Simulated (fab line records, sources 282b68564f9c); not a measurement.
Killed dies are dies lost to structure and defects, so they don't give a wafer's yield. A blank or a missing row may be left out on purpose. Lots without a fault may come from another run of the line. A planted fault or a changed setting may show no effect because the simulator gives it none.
Problem report in the 8D (eight disciplines) form, filled by code | flow rit_cmos | the parts of the form that need people (team, actions taken, sign-off) are left out

1. THE PROBLEM
PSD_TW at RIT_PSD_TW_MEAS_10 reads a mean of 3684 on 6 wafers of 2 lots; wafers without a fault read 3420 with a standard deviation of 15. That is +18 standard deviations from the usual mean.
First seen on wafer L164.1, day 6 22:16, on film_metro-02. The record holds 42 wafers of 14 lots with a number at this step. Rule for "out", or "out of limits": more than 4 standard deviations from the usual mean. The other wafers with a number count as sound.

2. WHAT IT IS AND WHAT IT IS NOT
question                    | is                           | is not
which readings at this step | PSD_TW                       | -
which lots                  | L164, L166                   | L147, L149, L153, L154, L156, L158, L160, L161, L162, L168, L169, L170
which wafers of those lots  | all that have a number       | -
read on which gauges        | film_metro-02, film_metro-04 | film_metro-03
when                        | from day 6 22:16             | up to then (27 sound wafers); but 9 sound wafers of L168, L169, L170 came after

3. SUSPECTS, AND WHAT RULES EACH OUT
Counting: a tool at a process step up to the reading stays a suspect if it ran every lot that is out and no sound lot after the first of them.
- the gauge at RIT_PSD_TW_MEAS_10: ruled out. The wafers that are out were read on 2 gauges (film_metro-02, film_metro-04).
- plasma_asher-04 at RIT_NSD_STRIP_09 (strips in O2, time 180 s): kept. It ran every lot that is out, first L164 (day 6 20:33), and no sound lot after that; its last sound lot up to then is L158 (day 5 13:05).
- implanter-03 at RIT_PSD_IMPLANT_08: kept. It ran every lot that is out, first L164 (day 6 21:57), and no sound lot after that; its last sound lot up to then is L160 (day 6 00:22). Its own readings are out on those wafers: beam_energy_keV.
Left after counting: plasma_asher-04 at RIT_NSD_STRIP_09, implanter-03 at RIT_PSD_IMPLANT_08.

4. THE CAUSE (what the simulator had put in)
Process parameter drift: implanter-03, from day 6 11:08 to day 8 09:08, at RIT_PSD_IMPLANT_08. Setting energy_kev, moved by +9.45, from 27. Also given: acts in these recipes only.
Counting left 2 suspects, and this tool is among them.

5. THE CHAIN OF EFFECTS, in route order
Each row: a reading whose mean over the struck wafers that have a number lies more than 3 standard deviations from the usual. Only readings for which the record gives a usual standard deviation are gone through. hours: the time from each lot's start at the first step in this table that gives one to its start at this step, as a median over the lots. sigmas: the change in usual standard deviations.
hours | step                    | reading         | usual         | on struck wafers | change | sigmas
0     | RIT_PSD_IMPLANT_08      | beam_energy_keV | 27.000        | 36.454           | +9.454 | +99 or more
0     | RIT_PSD_TW_MEAS_10      | PSD_TW          | 3420          | 3684             | +264   | +18
1     | RIT_SDANNEAL_RS_MEAS_04 | PSD_RS          | 115.91 ohm/sq | 98.69            | -17.22 | -59
The process steps in it:
- RIT_PSD_IMPLANT_08
Later measuring or inspecting steps at which every struck wafer that the step has a row for has a number for every such reading, and none has moved that far: RIT_SDANNEAL_RS_MEAS_06, RIT_CONTACT_CD_MEAS_90.

6. WHAT WOULD HAVE CAUGHT IT SOONER
In this record the first reading out of limits at a measuring or inspecting step was taken at day 6 22:16, 11 hours after the fault began at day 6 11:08.
The tool's own readings at RIT_PSD_IMPLANT_08 were out on every struck wafer that the step has a row for (beam_energy_keV): an alarm limit on them would have fired on the first of those.
Of the lots that are out (2), L166 began RIT_PSD_IMPLANT_08 on implanter-03 after day 6 22:16. A hold on the tool at that time would have spared it.
